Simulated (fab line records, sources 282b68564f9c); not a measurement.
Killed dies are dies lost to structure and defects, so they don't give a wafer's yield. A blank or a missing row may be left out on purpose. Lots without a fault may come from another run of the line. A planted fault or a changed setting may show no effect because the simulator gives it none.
fab line records | flow rit_cmos
record lots=15 wafers=45 last_day=7
route steps=202 shown ACTIVE@5 FOX1@21 FOX2@24 WELLDRIVE@50 NWELL@51 PWELL@52 M1@202
lots that met no fault: from a run of the same line without faults
start_h: hours from the record's first day to the start of the lot's first wafer shown | wait_h: hours since the lot's step before | " the same as in the row above | L1.1+2: a row that stands for several wafers | - no value, or no start given | * or withheld: withheld | < > ~ a bound
route shown NAME@n: a module of which the file shows steps, and the number in the route of the first | usual: mean/standard deviation of fault-free wafers | same: alike in all rows | chamber/n: place in a boat | sites: the reading at each site | _std_site: their standard deviation | _edge_site: outer sites' mean less inner sites' | radius_mm: how far each site lies from the wafer's centre | mask NAME#n: copy n | behind: the tool/chamber that last shaped the wafer | hold: why the lot was held/for how many hours/how that ended | device: the transistor (n, p or np) that didn't switch | end of line: the same wafers' tests at the end of the route | a step without rows: its recipe alone | killed: dies lost to structure and defects at the first sort, not the wafer's yield | map: a wafer's dies, x killed, . not, _ none there
set.NAME: the setting as run; set.NAME@STEP: as run at that earlier step | model.NAME: the simulator's own value behind a step, which no gauge read
steps of the route over a sample of lots; a table a step, a row a wafer
services: from which hour (start_h, from the record's first day; less than 0 if before it) a tool's chamber was out of use, for how many hours, and why
## steps
# step RIT_ACTIVE_THK_MEAS_04
# recipe reads=Si3N4_of_ACTIVE_CVD_03
# usual ACTIVE_NITRIDE_THK=149.6/1.5
# columns lot.wafer tool chamber start_h wait_h ACTIVE_NITRIDE_THK[nm]
L342.1 film_metro-01 - 14.39 0.0 149.3
L342.3 " - " " 149.9
L342.6 " - " " 149.2
L343.1 film_metro-04 - 23.78 0.0 151.5
L343.2 " - " " 151.1
L343.6 " - " " 150.9
L345.1 film_metro-03 - 28.53 0.0 149.0
L345.3 " - " " 150.0
L345.4 " - " " 148.0
L346.1 film_metro-03 - 33.53 0.0 148.3
L346.3 " - " " 146.9
L346.4 " - " " 147.4
L347.2 film_metro-04 - 38.54 0.0 149.8
L347.3 " - " " 150.6
L347.4 " - " " 149.2
L348.3 film_metro-04 - 43.55 0.0 150.1
L348.5 " - " " 149.6
L348.6 " - " " 149.5
L349.1 film_metro-01 - 48.94 0.0 149.2
L349.5 " - " " 148.9
L349.6 " - " " 147.6
L350.1 film_metro-01 - 53.53 0.0 148.6
L350.2 " - " " 148.6
L350.6 " - " " 150.2
L351.1 film_metro-03 - 58.53 0.0 148.4
L351.3 " - " " 147.3
L351.4 " - " " 148.2
L352.1 film_metro-04 - 63.53 0.0 150.9
L352.2 " - " " 150.0
L352.6 " - " " 151.4
L353.1 film_metro-04 - 69.00 0.0 147.8
L353.2 " - " " 148.6
L353.4 " - " " 149.0
L354.1 film_metro-01 - 73.53 0.0 152.9
L354.5 " - " " 152.3
L354.6 " - " " 151.6
L359.1 film_metro-04 - 98.53 0.0 149.4
L359.2 " - " " 150.4
L359.6 " - " " 149.7
L363.3 film_metro-04 - 118.82 0.0 147.9
L363.4 " - " " 149.7
L363.6 " - " " 149.6
L365.2 film_metro-03 - 128.54 0.0 151.9
L365.4 " - " " 151.6
L365.6 " - " " 151.0
# step RIT_FOX1_THK_MEAS_01
# recipe reads=SiO2_of_FOX1_OXIDATION_00
# usual FOX1_OXIDE_THK=354/6.9
# columns lot.wafer tool chamber start_h wait_h FOX1_OXIDE_THK[nm]
L342.1 film_metro-02 - 17.76 0.0 355
L342.3 " - " " 356
L342.6 " - " " 362
L343.1 film_metro-02 - 27.22 0.0 346
L343.2 " - " " 349
L343.6 " - " " 355
L345.1 film_metro-03 - 32.02 0.0 365
L345.3 " - " " 360
L345.4 " - " " 361
L346.1 film_metro-04 - 37.73 0.0 352
L346.3 " - " " 352
L346.4 " - " " 347
L347.2 film_metro-03 - 41.95 0.0 357
L347.3 " - " " 352
L347.4 " - " " 354
L348.3 film_metro-04 - 46.84 0.0 353
L348.5 " - " " 349
L348.6 " - " " 350
L349.1 film_metro-02 - 52.40 0.0 348
L349.5 " - " " 348
L349.6 " - " " 340
L350.1 film_metro-04 - 57.73 0.0 354
L350.2 " - " " 352
L350.6 " - " " 350
L351.1 film_metro-02 - 61.94 0.0 351
L351.3 " - " " 347
L351.4 " - " " 352
L352.1 film_metro-04 - 67.04 0.0 339
L352.2 " - " " 337
L352.6 " - " " 332
L353.1 film_metro-03 - 73.37 0.0 356
L353.2 " - " " 355
L353.4 " - " " 354
L354.1 film_metro-02 - 77.07 0.0 347
L354.5 " - " " 351
L354.6 " - " " 348
L359.1 film_metro-03 - 101.96 0.0 350
L359.2 " - " " 352
L359.6 " - " " 356
L363.3 film_metro-03 - 122.63 0.0 365
L363.4 " - " " 365
L363.6 " - " " 364
L365.2 film_metro-04 - 132.09 0.0 351
L365.4 " - " " 359
L365.6 " - " " 348
# step RIT_FOX2_THK_MEAS_01
# recipe reads=SiO2_of_FOX2_OXIDATION_00
# usual FOX2_OXIDE_THK=351/6.6
# columns lot.wafer tool chamber start_h wait_h FOX2_OXIDE_THK[nm]
L342.1 film_metro-04 - 19.53 0.0 355
L342.3 " - " " 356
L342.6 " - " " 347
L343.1 film_metro-02 - 28.72 0.0 351
L343.2 " - " " 352
L343.6 " - " " 351
L345.1 film_metro-02 - 33.51 0.0 354
L345.3 " - " " 352
L345.4 " - " " 349
L346.1 film_metro-02 - 39.24 0.0 359
L346.3 " - " " 356
L346.4 " - " " 355
L347.2 film_metro-02 - 43.44 0.0 348
L347.3 " - " " 350
L347.4 " - " " 351
L348.3 film_metro-01 - 48.33 0.0 353
L348.5 " - " " 355
L348.6 " - " " 354
L349.1 film_metro-02 - 53.89 0.0 347
L349.5 " - " " 352
L349.6 " - " " 351
L350.1 film_metro-02 - 59.23 0.0 344
L350.2 " - " " 343
L350.6 " - " " 349
L351.1 film_metro-02 - 63.45 0.0 329
L351.3 " - " " 335
L351.4 " - " " 342
L352.1 film_metro-01 - 68.53 0.0 350
L352.2 " - " " 355
L352.6 " - " " 351
L353.1 film_metro-04 - 75.76 0.0 358
L353.2 " - " " 352
L353.4 " - " " 353
L354.1 film_metro-02 - 78.56 0.0 336
L354.5 " - " " 343
L354.6 " - " " 343
L359.1 film_metro-02 - 104.83 0.0 350
L359.2 " - " " 343
L359.6 " - " " 352
L363.3 film_metro-02 - 124.14 0.0 345
L363.4 " - " " 348
L363.6 " - " " 344
L365.2 film_metro-04 - 133.60 0.0 353
L365.4 " - " " 356
L365.6 " - " " 355
# step RIT_WELLDRIVE_ANNEAL_00
# recipe temp_c=1100 time_s=14700 ambient=N2
# usual spike_tc_centre_C=1103.1/1.1 tube_center_temp_C=1100/0.1 zone_power_centre_pct=52.9/1.9
# columns lot.wafer tool chamber start_h wait_h spike_tc_centre_C tube_center_temp_C zone_power_centre_pct
L342.1 furnace-03 0 23.67 0.1 1102.6 1100.1 51.7
L342.3 " 0 " " 1102.9 1100.2 53.0
L342.6 " 0 " " 1101.4 1100 53.4
L343.1 furnace-04 0 32.85 0.1 1102.1 1100.1 50.1
L343.2 " 0 " " 1105.6 1099.9 49.5
L343.6 " 0 " " 1103.1 1100 49.7
L345.1 furnace-04 0 39.24 1.4 1102.8 1099.8 50.1
L345.3 " 0 " " 1103.1 1099.9 51.0
L345.4 " 0 " " 1105.2 1099.7 50.1
L346.1 furnace-02 0 43.66 0.1 1103.9 1100.1 54.6
L346.3 " 0 " " 1102.7 1100.1 53.9
L346.4 " 0 " " 1105.0 1100.3 54.6
L347.2 furnace-03 0 47.68 0.0 1102.2 1099.9 52.5
L347.3 " 0 " " 1103.6 1099.9 51.9
L347.4 " 0 " " 1101.5 1099.8 52.8
L348.3 furnace-02 0 52.62 0.0 1101.5 1100 54.4
L348.5 " 0 " " 1102.6 1100 55.1
L348.6 " 0 " " 1103.5 1100 53.8
L349.1 furnace-02 0 58.00 0.1 1103.4 1100 55.0
L349.5 " 0 " " 1103.7 1100 55.9
L349.6 " 0 " " 1103.7 1100 54.6
L350.1 furnace-02 0 63.82 0.1 1069.3 1100 35.7
L350.2 " 0 " " 1068.3 1099.9 36.0
L350.6 " 0 " " 1067.9 1100 36.2
L351.1 furnace-02 0 68.91 1.2 1067.9 1099.8 36.3
L351.3 " 0 " " 1069.3 1100 35.7
L351.4 " 0 " " 1070.0 1100 35.6
L352.1 furnace-03 0 72.83 0.1 1101.5 1100 52.0
L352.2 " 0 " " 1102.9 1100.1 52.4
L352.6 " 0 " " 1102.0 1100.1 53.1
L353.1 furnace-04 0 80.09 0.1 1103.3 1099.9 50.6
L353.2 " 0 " " 1102.7 1099.9 50.0
L353.4 " 0 " " 1102.3 1100 50.2
L354.1 furnace-02 0 82.69 0.1 1067.9 1100 36.1
L354.5 " 0 " " 1070.4 1099.9 35.9
L354.6 " 0 " " 1069.8 1100.1 36.0
L359.1 furnace-03 0 109.00 0.1 1102.4 1100 53.3
L359.2 " 0 " " 1103.9 1100.2 51.8
L359.6 " 0 " " 1101.4 1100.1 52.7
L363.3 furnace-03 0 128.87 0.0 1104.0 1100 52.7
L363.4 " 0 " " 1102.0 1099.9 52.3
L363.6 " 0 " " 1102.3 1099.9 52.0
L365.2 furnace-04 0 138.58 0.0 1103.5 1099.9 50.3
L365.4 " 0 " " 1103.5 1099.9 49.9
L365.6 " 0 " " 1103.4 1100.1 51.5
# step RIT_WELLDRIVE_RS_MEAS_01
# recipe thk_meas_gauge=four-point-probe
# usual NWELL_RS=275.5/0.81
# columns lot.wafer tool chamber start_h wait_h NWELL_RS[ohm/sq]
L342.1 film_metro-01 - 28.75 0.0 274.8
L342.3 " - " " 275.7
L342.6 " - " " 276.0
L343.1 film_metro-01 - 37.93 0.0 275.5
L343.2 " - " " 275.0
L343.6 " - " " 275.4
L345.1 film_metro-01 - 44.33 0.0 275.8
L345.3 " - " " 275.2
L345.4 " - " " 276.3
L346.1 film_metro-03 - 48.74 0.0 274.3
L346.3 " - " " 274.5
L346.4 " - " " 274.4
L347.2 film_metro-01 - 52.78 0.0 276.0
L347.3 " - " " 275.9
L347.4 " - " " 276.0
L348.3 film_metro-01 - 57.75 0.0 275.6
L348.5 " - " " 275.8
L348.6 " - " " 275.9
L349.1 film_metro-02 - 63.09 0.0 275.8
L349.5 " - " " 276.1
L349.6 " - " " 276.2
L350.1 film_metro-01 - 68.91 0.0 296.5
L350.2 " - " " 298.4
L350.6 " - " " 296.9
L351.1 film_metro-02 - 73.99 0.0 295.9
L351.3 " - " " 299.3
L351.4 " - " " 300.3
L352.1 film_metro-01 - 77.91 0.0 275.2
L352.2 " - " " 275.4
L352.6 " - " " 275.8
L353.1 film_metro-02 - 85.17 0.0 276.0
L353.2 " - " " 275.7
L353.4 " - " " 275.2
L354.1 film_metro-02 - 87.77 0.0 292.2
L354.5 " - " " 279.5
L354.6 " - " " 277.7
L359.1 film_metro-01 - 114.08 0.0 276.3
L359.2 " - " " 276.2
L359.6 " - " " 275.4
L363.3 film_metro-02 - 134.00 0.0 275.8
L363.4 " - " " 275.6
L363.6 " - " " 276.0
L365.2 film_metro-02 - 143.68 0.0 275.8
L365.4 " - " " 275.6
L365.6 " - " " 276.1
# step RIT_WELLDRIVE_RS_MEAS_02
# recipe thk_meas_gauge=four-point-probe
# usual PWELL_RS=429.4/1.2
# columns lot.wafer tool chamber start_h wait_h PWELL_RS[ohm/sq]
L342.1 film_metro-01 - 28.87 0.1 428.1
L342.3 " - " " 427.6
L342.6 " - " " 427.8
L343.1 film_metro-01 - 38.05 0.1 430.4
L343.2 " - " " 429.5
L343.6 " - " " 430.4
L345.1 film_metro-01 - 44.45 0.1 429.8
L345.3 " - " " 429.7
L345.4 " - " " 429.7
L346.1 film_metro-03 - 48.86 0.1 428.0
L346.3 " - " " 427.9
L346.4 " - " " 428.4
L347.2 film_metro-01 - 52.90 0.1 427.5
L347.3 " - " " 427.4
L347.4 " - " " 428.8
L348.3 film_metro-01 - 57.87 0.1 429.8
L348.5 " - " " 429.9
L348.6 " - " " 429.1
L349.1 film_metro-02 - 63.21 0.1 429.6
L349.5 " - " " 431.9
L349.6 " - " " 431.6
L350.1 film_metro-01 - 69.03 0.1 449.3
L350.2 " - " " 452.2
L350.6 " - " " 451.0
L351.1 film_metro-02 - 74.11 0.1 452.2
L351.3 " - " " 454.8
L351.4 " - " " 455.1
L352.1 film_metro-01 - 78.03 0.1 430.5
L352.2 " - " " 431.3
L352.6 " - " " 431.1
L353.1 film_metro-02 - 85.29 0.1 428.9
L353.2 " - " " 429.5
L353.4 " - " " 427.7
L354.1 film_metro-02 - 87.89 0.1 447.4
L354.5 " - " " 437.2
L354.6 " - " " 432.8
L359.1 film_metro-01 - 114.20 0.1 430.2
L359.2 " - " " 431.3
L359.6 " - " " 429.7
L363.3 film_metro-02 - 134.12 0.1 428.1
L363.4 " - " " 429.4
L363.6 " - " " 428.1
L365.2 film_metro-02 - 143.80 0.1 429.2
L365.4 " - " " 428.1
L365.6 " - " " 427.4
# step RIT_M1_PROBE_99
# usual killed_at_front_end=6/3.1 killed_dies=6/3.1 killed_open=3.4/1.9 killed_short=3.1/2
# same gross_dies=264 killed_at_M0_to_M3=0 killed_at_M4_up=0 killed_at_back_side=0 killed_at_contacts=0 killed_at_other=0
# columns lot.wafer tool chamber start_h wait_h killed_at_front_end killed_dies killed_open killed_short
L342.1 prober-02 - 56.95 0.1 8 8 6 2
L342.3 prober-02 - 57.05 0.2 6 6 1 5
L342.6 prober-02 - 57.20 0.2 7 7 5 2
L343.1 prober-01 - 66.20 0.1 8 8 2 6
L343.2 prober-01 - 66.25 0.1 8 8 3 5
L343.6 prober-01 - 66.45 0.2 2 2 2 0
L345.1 prober-02 - 72.68 0.1 5 5 5 0
L345.3 prober-02 - 72.78 0.2 10 10 6 4
L345.4 prober-02 - 72.83 0.2 8 8 5 3
L346.1 prober-01 - 76.78 0.1 3 3 2 1
L346.3 prober-01 - 76.88 0.2 2 2 0 2
L346.4 prober-01 - 76.93 0.2 2 2 2 0
L347.2 prober-02 - 81.96 0.1 10 10 6 4
L347.3 prober-02 - 82.01 0.2 4 4 2 2
L347.4 prober-02 - 82.06 0.2 3 3 0 3
L348.3 prober-01 - 87.01 0.2 4 4 3 1
L348.5 prober-01 - 87.11 0.2 6 6 2 4
L348.6 prober-01 - 87.16 0.2 8 8 3 5
L349.1 prober-02 - 91.88 0.1 5 5 3 2
L349.5 prober-02 - 92.08 0.2 8 8 4 4
L349.6 prober-02 - 92.13 0.2 6 6 2 4
L350.1 prober-01 - 98.54 0.1 14 14 8 6
L350.2 prober-01 - 98.59 0.1 7 7 3 4
L350.6 prober-01 - 98.79 0.2 4 4 1 3
L351.1 prober-02 - 103.67 0.1 8 8 4 4
L351.3 prober-02 - 103.77 0.2 9 9 4 5
L351.4 prober-02 - 103.82 0.2 10 10 3 7
L352.1 prober-01 - 106.25 0.1 5 5 2 3
L352.2 prober-01 - 106.30 0.1 9 9 5 4
L352.6 prober-01 - 106.50 0.2 8 8 5 3
L353.1 prober-02 - 114.75 0.1 3 3 2 1
L353.2 prober-02 - 114.80 0.1 10 10 4 6
L353.4 prober-02 - 114.90 0.2 7 7 4 3
L354.1 prober-01 - 116.50 0.1 10 10 6 4
L354.5 prober-01 - 116.70 0.2 9 9 3 6
L354.6 prober-01 - 116.75 0.2 8 8 3 5
L359.1 prober-02 - 143.63 0.1 6 6 5 1
L359.2 prober-02 - 143.68 0.1 4 4 3 1
L359.6 prober-02 - 143.88 0.2 2 2 0 2
L363.3 prober-02 - 163.49 0.2 6 6 0 6
L363.4 prober-02 - 163.54 0.2 5 5 3 2
L363.6 prober-02 - 163.64 0.2 5 5 4 1
L365.2 prober-02 - 172.68 0.1 0 0 0 0
L365.4 prober-02 - 172.78 0.2 3 3 1 2
L365.6 prober-02 - 172.88 0.2 4 4 2 2
# killed by level:class
L342.1 GATE:geometric_particle:open=3 FOX1:geometric_particle:open=2 GATE:geometric_particle:short=1 REOX:geometric_particle:short=1 SILICIDE:geometric_particle:open=1
L342.3 SILICIDE:geometric_particle:short=2 FOX1:geometric_particle:short=1 GATE:geometric_particle:open=1 GATE:geometric_particle:short=1 REOX:geometric_particle:short=1
L342.6 GATE:geometric_particle:open=5 FOX1:geometric_particle:short=1 GATE:geometric_particle:short=1
L343.1 FOX1:geometric_particle:short=2 GATE:geometric_particle:open=2 GATE:geometric_particle:short=2 REOX:geometric_particle:short=1 SPACER:geometric_particle:short=1
L343.2 GATE:geometric_particle:short=2 FOX2:geometric_particle:short=1 GATE:geometric_particle:open=1 REOX:geometric_particle:open=1 REOX:geometric_particle:short=1 SPACER:geometric_particle:open=1 SILICIDE:geometric_particle:short=1
L343.6 GATE:geometric_particle:open=2
L345.1 GATE:geometric_particle:open=3 SPACER:geometric_particle:open=1 SILICIDE:geometric_particle:open=1
L345.3 GATE:geometric_particle:open=5 FOX1:geometric_particle:short=1 FOX2:geometric_particle:short=1 GATE:geometric_particle:short=1 REOX:geometric_particle:short=1 SILICIDE:geometric_particle:open=1
L345.4 GATE:geometric_particle:open=2 FOX1:geometric_particle:open=1 GATE:geometric_particle:short=1 SPACER:geometric_particle:open=1 SPACER:geometric_particle:short=1 SILICIDE:geometric_particle:short=1 SILICIDE:geometric_particle:open=1
L346.1 GATE:geometric_particle:open=1 GATE:geometric_particle:short=1 SILICIDE:geometric_particle:open=1
L346.3 FOX1:geometric_particle:short=1 SILICIDE:geometric_particle:short=1
L346.4 REOX:geometric_particle:open=2
L347.2 GATE:geometric_particle:open=4 GATE:geometric_particle:short=3 FOX1:geometric_particle:open=1 FOX2:geometric_particle:short=1 REOX:geometric_particle:open=1
L347.3 GATE:geometric_particle:short=2 FOX1:geometric_particle:open=1 GATE:geometric_particle:open=1
L347.4 GATE:geometric_particle:short=3
L348.3 GATE:geometric_particle:open=2 FOX1:geometric_particle:short=1 SILICIDE:geometric_particle:open=1
L348.5 FOX1:geometric_particle:short=3 SPACER:geometric_particle:open=2 GATE:geometric_particle:short=1
L348.6 GATE:geometric_particle:short=3 GATE:geometric_particle:open=2 FOX1:geometric_particle:short=1 FOX1:geometric_particle:open=1 SILICIDE:geometric_particle:short=1
L349.1 GATE:geometric_particle:open=2 FOX2:geometric_particle:short=1 GATE:geometric_particle:short=1 REOX:geometric_particle:open=1
L349.5 GATE:geometric_particle:short=3 GATE:geometric_particle:open=2 REOX:geometric_particle:open=2 REOX:geometric_particle:short=1
L349.6 FOX1:geometric_particle:open=1 GATE:geometric_particle:short=1 REOX:geometric_particle:short=1 REOX:geometric_particle:open=1 SPACER:geometric_particle:short=1 SILICIDE:geometric_particle:short=1
L350.1 GATE:geometric_particle:open=4 REOX:geometric_particle:short=3 FOX1:geometric_particle:short=2 REOX:geometric_particle:open=2 ACTIVE:geometric_particle:open=1 SILICIDE:geometric_particle:open=1 SILICIDE:geometric_particle:short=1
L350.2 FOX2:geometric_particle:short=2 FOX1:geometric_particle:short=1 FOX1:geometric_particle:open=1 GATE:geometric_particle:open=1 SPACER:geometric_particle:open=1 SPACER:geometric_particle:short=1
L350.6 GATE:geometric_particle:short=2 GATE:geometric_particle:open=1 SPACER:geometric_particle:short=1
L351.1 FOX1:geometric_particle:open=1 FOX2:geometric_particle:short=1 GATE:geometric_particle:short=1 GATE:geometric_particle:open=1 REOX:geometric_particle:open=1 REOX:geometric_particle:short=1 SPACER:geometric_particle:open=1 SPACER:geometric_particle:short=1
L351.3 GATE:geometric_particle:short=3 FOX1:geometric_particle:open=2 FOX1:geometric_particle:short=2 SPACER:geometric_particle:open=1 SILICIDE:geometric_particle:open=1
L351.4 GATE:geometric_particle:short=3 FOX1:geometric_particle:short=1 FOX1:geometric_particle:open=1 FOX2:geometric_particle:short=1 GATE:geometric_particle:open=1 SPACER:geometric_particle:short=1 SPACER:geometric_particle:open=1 SILICIDE:geometric_particle:short=1
L352.1 FOX1:geometric_particle:short=2 FOX1:geometric_particle:open=1 GATE:geometric_particle:open=1 SPACER:geometric_particle:short=1
L352.2 GATE:geometric_particle:short=3 GATE:geometric_particle:open=2 SILICIDE:geometric_particle:open=2 FOX1:geometric_particle:open=1 SILICIDE:geometric_particle:short=1
L352.6 GATE:geometric_particle:short=3 GATE:geometric_particle:open=3 FOX1:geometric_particle:open=1 SPACER:geometric_particle:open=1
L353.1 FOX1:geometric_particle:open=1 FOX2:geometric_particle:open=1 SPACER:geometric_particle:short=1
L353.2 FOX1:geometric_particle:short=2 GATE:geometric_particle:open=2 SPACER:geometric_particle:short=2 GATE:geometric_particle:short=1 REOX:geometric_particle:open=1 REOX:geometric_particle:short=1 SILICIDE:geometric_particle:open=1
L353.4 SILICIDE:geometric_particle:open=3 GATE:geometric_particle:short=2 REOX:geometric_particle:open=1 SPACER:geometric_particle:short=1
L354.1 FOX1:geometric_particle:short=2 FOX1:geometric_particle:open=2 GATE:geometric_particle:short=2 FOX2:geometric_particle:open=1 GATE:geometric_particle:open=1 REOX:geometric_particle:open=1 SPACER:geometric_particle:open=1
L354.5 GATE:geometric_particle:short=3 SPACER:geometric_particle:open=3 FOX1:geometric_particle:short=1 FOX2:geometric_particle:short=1 REOX:geometric_particle:short=1
L354.6 GATE:geometric_particle:short=2 SPACER:geometric_particle:short=2 FOX1:geometric_particle:open=1 FOX1:geometric_particle:short=1 SPACER:geometric_particle:open=1 SILICIDE:geometric_particle:open=1
L359.1 SILICIDE:geometric_particle:open=3 FOX1:geometric_particle:open=1 GATE:geometric_particle:open=1 REOX:geometric_particle:short=1
L359.2 FOX1:geometric_particle:short=1 FOX1:geometric_particle:open=1 GATE:geometric_particle:open=1 SPACER:geometric_particle:open=1
L359.6 REOX:geometric_particle:short=1 SILICIDE:geometric_particle:short=1
L363.3 SPACER:geometric_particle:short=4 FOX1:geometric_particle:short=1 GATE:geometric_particle:short=1
L363.4 GATE:geometric_particle:open=3 GATE:geometric_particle:short=1 SILICIDE:geometric_particle:short=1
L363.6 GATE:geometric_particle:open=3 SPACER:geometric_particle:open=1 SPACER:geometric_particle:short=1
L365.2
L365.4 GATE:geometric_particle:short=2 REOX:geometric_particle:open=1
L365.6 GATE:geometric_particle:short=1 GATE:geometric_particle:open=1 REOX:geometric_particle:open=1 REOX:geometric_particle:short=1
## services
# columns tool chamber start_h hours kind
furnace-04 - 5.70 4.3 pm
furnace-02 - 12.02 4.2 pm
furnace-03 - 12.77 2.6 repair
furnace-03 - 117.33 3.8 pm
## key
first_sign step=RIT_WELLDRIVE_ANNEAL_00 reading=spike_tc_centre_C direction=down sigmas=30 usual=1103.1 struck=1069.0
effect step=RIT_WELLDRIVE_ANNEAL_00 reading=zone_power_centre_pct direction=down sigmas=9.1 usual=52.9 struck=36.0
effect step=RIT_WELLDRIVE_RS_MEAS_01 reading=NWELL_RS direction=up sigmas=22 usual=275.5 struck=293.0
effect step=RIT_WELLDRIVE_RS_MEAS_02 reading=PWELL_RS direction=up sigmas=15 usual=429.4 struck=448.0
met_at RIT_WELLDRIVE_ANNEAL_00
struck_lots L350,L351,L354
tester_left_out L350,L351,L354
not_acting_at RIT_ACTIVE_THK_MEAS_04,RIT_FOX1_THK_MEAS_01,RIT_FOX2_THK_MEAS_01
fault kind=process_parameter_drift tool=furnace-02 chamber=- onset_h=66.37 steps=RIT_WELLDRIVE_ANNEAL_00 channel=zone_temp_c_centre offset=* shape=step end_h=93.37
# tester_left_out: of these lots the tester's yield and bins aren't shown, on N5 and GAA mostly nor the transistor test; their killed dies are dies lost to structure and defects alone, not to doping, threshold or leakage, so they don't give the yield
